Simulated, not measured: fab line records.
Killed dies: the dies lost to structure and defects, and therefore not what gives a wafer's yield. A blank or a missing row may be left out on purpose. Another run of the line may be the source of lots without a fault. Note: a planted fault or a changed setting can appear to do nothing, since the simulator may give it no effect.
Which tool was responsible? + flow berkeleyCmos170 + 39 wafers from 13 lots sampled at 4 of the route's 331 steps

WHAT THE GAUGES READ, wafer by wafer
UCB170_M3_OVL_MEAS_16. Usual: M3_OVL 3 nm, standard deviation 5.6.
| lot  | measured     | on         | M3_OVL (nm) | flag |
|------|--------------|------------|-------------|------|
| L885 | day 8 18:04  | overlay-02 | 5 15 7      |      |
| L886 | day 9 05:50  | overlay-02 | 11 10 6     |      |
| L888 | day 9 06:37  | overlay-02 | 1 0 8       |      |
| L887 | day 9 10:26  | overlay-02 | 0 -5 1      |      |
| L890 | day 9 15:28  | overlay-01 | 10 10 17    |      |
| L892 | day 10 02:11 | overlay-02 | 4 0 4       |      |
| L891 | day 10 00:25 | overlay-02 | -2 -2 -10   |      |
| L893 | day 10 01:31 | overlay-02 | 11 7 4      |      |
| L895 | day 10 14:22 | overlay-02 | 9 1 4       |      |
| L896 | day 10 16:05 | overlay-01 | 5 12 4      |      |
| L898 | day 11 14:04 | overlay-02 | 5 -2 -1     |      |
| L900 | day 11 16:44 | overlay-01 | -1 -6 -3    |      |
| L907 | day 13 17:12 | overlay-01 | -3 -1 -1    |      |

WHAT TOOL EACH LOT RAN ON (gives the tool, then ch and the chambers of the sampled wafers, and finally the start)
| lot  | UCB170_NWELL_ETCH_13             | UCB170_NVT_STRIP_08                 | UCB170_M3_SPUTTER_01        |
|------|----------------------------------|-------------------------------------|-----------------------------|
| L885 | rieDiel-04 ch 1,2,3, day 2 15:20 | plasmaAsher-04 ch 0,1, day 6 09:31  | pvdSputter-04, day 8 15:13  |
| L886 | rieDiel-02 ch 2,3, day 2 22:31   | plasmaAsher-03 ch 0,1, day 7 00:49  | pvdSputter-04, day 9 03:17  |
| L888 | rieDiel-02 ch 2,3, day 3 02:25   | plasmaAsher-04 ch 0, day 7 00:47    | pvdSputter-04, day 9 04:07  |
| L887 | rieDiel-04 ch 0,2,3, day 3 02:39 | plasmaAsher-02 ch 0,1, day 7 00:01  | pvdSputter-01, day 9 07:17  |
| L890 | rieDiel-03 ch 0,1, day 3 11:17   | plasmaAsher-04 ch 0,1, day 7 06:07  | pvdSputter-01, day 9 12:33  |
| L892 | rieDiel-04 ch 1,2, day 3 21:26   | plasmaAsher-03 ch 0,1, day 7 22:29  | pvdSputter-02, day 9 23:49  |
| L891 | rieDiel-02 ch 1,2,3, day 3 21:43 | plasmaAsher-02 ch 0,1, day 7 22:13  | pvdSputter-04, day 9 21:56  |
| L893 | rieDiel-03 ch 0,1,3, day 4 04:16 | plasmaAsher-04 ch 0,1, day 7 22:04  | pvdSputter-01, day 9 22:58  |
| L895 | rieDiel-04 ch 0,1,2, day 4 12:46 | plasmaAsher-04 ch 0,1, day 8 08:32  | pvdSputter-02, day 10 11:36 |
| L896 | rieDiel-02 ch 2,3, day 4 12:50   | plasmaAsher-02 ch 0,1, day 8 07:59  | pvdSputter-01, day 10 13:06 |
| L898 | rieDiel-02 ch 0,1,2, day 5 07:35 | plasmaAsher-03 ch 0,1, day 9 03:19  | pvdSputter-02, day 11 11:58 |
| L900 | rieDiel-04 ch 0,1,3, day 5 17:11 | plasmaAsher-02 ch 0,1, day 9 03:26  | pvdSputter-01, day 11 14:38 |
| L907 | rieDiel-03 ch 0,3, day 7 05:41   | plasmaAsher-02 ch 0,1, day 11 04:53 | pvdSputter-01, day 13 15:02 |
- UCB170_NWELL_ETCH_13: etches Si3N4 in CH3F/Ar/O2, stops on SiO2, target depth 246.4 nm, time 154 s.
- UCB170_NVT_STRIP_08: strips in O2.
- UCB170_M3_SPUTTER_01: material Al, target thk 900 nm, time 120 s.

WHAT THE TOOLS THEMSELVES READ (means of the sampled wafers that have a number; where no wafer has one, the mark that the record gives instead)
UCB170_NWELL_ETCH_13. Usual: drypumpMotorCurrentA 5.4 A, standard deviation 0.39; oesProductAu 0.934 a.u., standard deviation 0.018; throttleValvePct 8.05 %, standard deviation 0.13.
| lot  | tool       | drypumpMotorCurrentA (A) | oesProductAu (a.u.) | throttleValvePct (%) | flag |
|------|------------|--------------------------|---------------------|----------------------|------|
| L885 | rieDiel-04 | 5.7                      | 0.934               | 8.17                 |      |
| L886 | rieDiel-02 | 5.5                      | 0.949               | 8.00                 |      |
| L888 | rieDiel-02 | 5.2                      | 0.939               | 8.06                 |      |
| L887 | rieDiel-04 | 5.6                      | 0.921               | 8.05                 |      |
| L890 | rieDiel-03 | 4.9                      | 0.946               | 7.98                 |      |
| L892 | rieDiel-04 | 5.8                      | 0.945               | 8.27                 |      |
| L891 | rieDiel-02 | 5.3                      | 0.942               | 7.98                 |      |
| L893 | rieDiel-03 | 5.0                      | 0.930               | 7.97                 |      |
| L895 | rieDiel-04 | 5.8                      | 0.928               | 8.15                 |      |
| L896 | rieDiel-02 | 5.2                      | 0.930               | 8.06                 |      |
| L898 | rieDiel-02 | 5.6                      | 0.936               | 7.98                 |      |
| L900 | rieDiel-04 | 5.7                      | 0.939               | 8.08                 |      |
| L907 | rieDiel-03 | 5.1                      | 0.950               | 7.96                 |      |

UCB170_NVT_STRIP_08. Usual: drypumpMotorCurrentA 5.8 A, standard deviation 0.68; oesProductAu 0.735 a.u., standard deviation 0.0044; stripTimeToEndpointS 21.60 s, standard deviation 0.053.
| lot  | tool           | drypumpMotorCurrentA (A) | oesProductAu (a.u.) | stripTimeToEndpointS (s) | flag |
|------|----------------|--------------------------|---------------------|--------------------------|------|
| L885 | plasmaAsher-04 | 6.4                      | 0.734               | 21.60                    |      |
| L886 | plasmaAsher-03 | 5.9                      | 0.732               | 21.54                    |      |
| L888 | plasmaAsher-04 | 6.4                      | 0.734               | 21.54                    |      |
| L887 | plasmaAsher-02 | 5.1                      | 0.738               | 21.54                    |      |
| L890 | plasmaAsher-04 | 6.5                      | 0.730               | 21.67                    |      |
| L892 | plasmaAsher-03 | 5.9                      | 0.735               | 21.59                    |      |
| L891 | plasmaAsher-02 | 5.5                      | 0.732               | 21.67                    |      |
| L893 | plasmaAsher-04 | 6.4                      | 0.732               | 21.64                    |      |
| L895 | plasmaAsher-04 | 6.4                      | 0.740               | 21.63                    |      |
| L896 | plasmaAsher-02 | 5.1                      | 0.737               | 21.52                    |      |
| L898 | plasmaAsher-03 | 5.9                      | 0.737               | 21.58                    |      |
| L900 | plasmaAsher-02 | 5.5                      | 0.732               | 21.60                    |      |
| L907 | plasmaAsher-02 | 5.1                      | 0.739               | 21.62                    |      |

UCB170_M3_SPUTTER_01. Usual: throttleValvePct reads 29.9 % (standard deviation 0.85).
| lot  | tool          | throttleValvePct (%) | flag |
|------|---------------|----------------------|------|
| L885 | pvdSputter-04 | 30.0                 |      |
| L886 | pvdSputter-04 | 30.2                 |      |
| L888 | pvdSputter-04 | 31.1                 |      |
| L887 | pvdSputter-01 | 30.1                 |      |
| L890 | pvdSputter-01 | 29.7                 |      |
| L892 | pvdSputter-02 | 30.3                 |      |
| L891 | pvdSputter-04 | 29.9                 |      |
| L893 | pvdSputter-01 | 30.1                 |      |
| L895 | pvdSputter-02 | 30.3                 |      |
| L896 | pvdSputter-01 | 30.2                 |      |
| L898 | pvdSputter-02 | 29.8                 |      |
| L900 | pvdSputter-01 | 29.8                 |      |
| L907 | pvdSputter-01 | 29.6                 |      |

THE ANSWER, worked out from the rows above alone
Rule: take the mean of a lot's wafers that have a number; if it is more than 3 standard deviations from the usual mean, the lot is off. A lot without any number at a reading at which 4 lots or more have one is off too. The other lots that the step has rows for count as sound. The gauges are gone through in route order, then the tools' own readings, and for those a lot's mean is taken as printed above. The first step at which some lot is off is used, and at that step the reading that is off furthest; a lot without a number counts as furthest.
No lot is off at any reading shown: from this, nothing can be told.

WHAT WAS PUT IN BY THE SIMULATOR
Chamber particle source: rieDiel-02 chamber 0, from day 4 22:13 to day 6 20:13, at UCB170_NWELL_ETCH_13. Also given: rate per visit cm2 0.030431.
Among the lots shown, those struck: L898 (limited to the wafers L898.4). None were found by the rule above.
